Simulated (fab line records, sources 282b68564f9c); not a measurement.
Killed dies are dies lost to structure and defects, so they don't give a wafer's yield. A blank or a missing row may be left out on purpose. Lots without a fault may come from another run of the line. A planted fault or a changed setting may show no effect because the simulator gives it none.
Which tool did it? | flow rit_cmos | 7 lots, 21 wafers sampled, at 2 steps of a route of 202

WHAT THE GAUGES READ, wafer by wafer
RIT_NWELL_TW_MEAS_10.
lot  | measured    | on            | NWELL_TW
L941 | day 2 09:17 | film_metro-02 | 2163 2148 2156
L944 | day 2 22:40 | film_metro-04 | 2144 2139 2133
L947 | day 3 09:45 | film_metro-02 | 2184 2163 2167
L953 | day 5 00:47 | film_metro-01 | 2454 2464 2460
L958 | day 5 23:26 | film_metro-01 | 2117 2117 2121
L960 | day 6 03:34 | film_metro-04 | 2145 2141 2144
L963 | day 6 20:51 | film_metro-04 | 2148 2140 2146

WHICH TOOL RAN EACH LOT (tool, then ch and the chambers of the sampled wafers, then the start)
lot  | RIT_NWELL_IMPLANT_08
L941 | implanter-04 ch 0, day 2 08:58
L944 | implanter-04 ch 0, day 2 22:20
L947 | implanter-04 ch 0, day 3 09:28
L953 | implanter-04 ch 0, day 5 00:28
L958 | implanter-01 ch 0, day 5 23:08
L960 | implanter-02 ch 0, day 6 03:16
L963 | implanter-01 ch 0, day 6 20:32
- RIT_NWELL_IMPLANT_08

THE ANSWER, worked out from the rows above alone
Rule: what is usual is taken from the lots themselves. Put in order of their means at a reading, lots are off if they are a third of the lots or fewer, leave a main group of 4 or more, and stand apart from it by a gap of 3 or more times the standard deviation of the main group's means; of several such gaps the widest counts. A main group whose means are all the same, to the digits that the tables above print for the reading, isn't used. A lot without any number at a reading at which 4 lots or more have one is off too. The other lots that the step has rows for count as sound.
Off: L953, at RIT_NWELL_TW_MEAS_10 (NWELL_TW). The main group: mean 2145, standard deviation 16.
A tool fits if, at a process step before that reading, it ran every lot that is off, and no sound lot after the first of them. The gauges at RIT_NWELL_TW_MEAS_10 are tried like those tools. One fits: implanter-04 at RIT_NWELL_IMPLANT_08. Its last sound lot is L947 (day 3 09:28), its first lot that is off L953 (day 5 00:28): a fault that began between those two fits.

WHAT THE SIMULATOR HAD PUT IN
Process parameter drift: implanter-04, from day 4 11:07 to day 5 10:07, at RIT_NWELL_IMPLANT_08. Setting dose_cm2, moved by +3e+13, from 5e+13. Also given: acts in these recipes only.
Lots struck among those shown: L953. The rule above found the same.
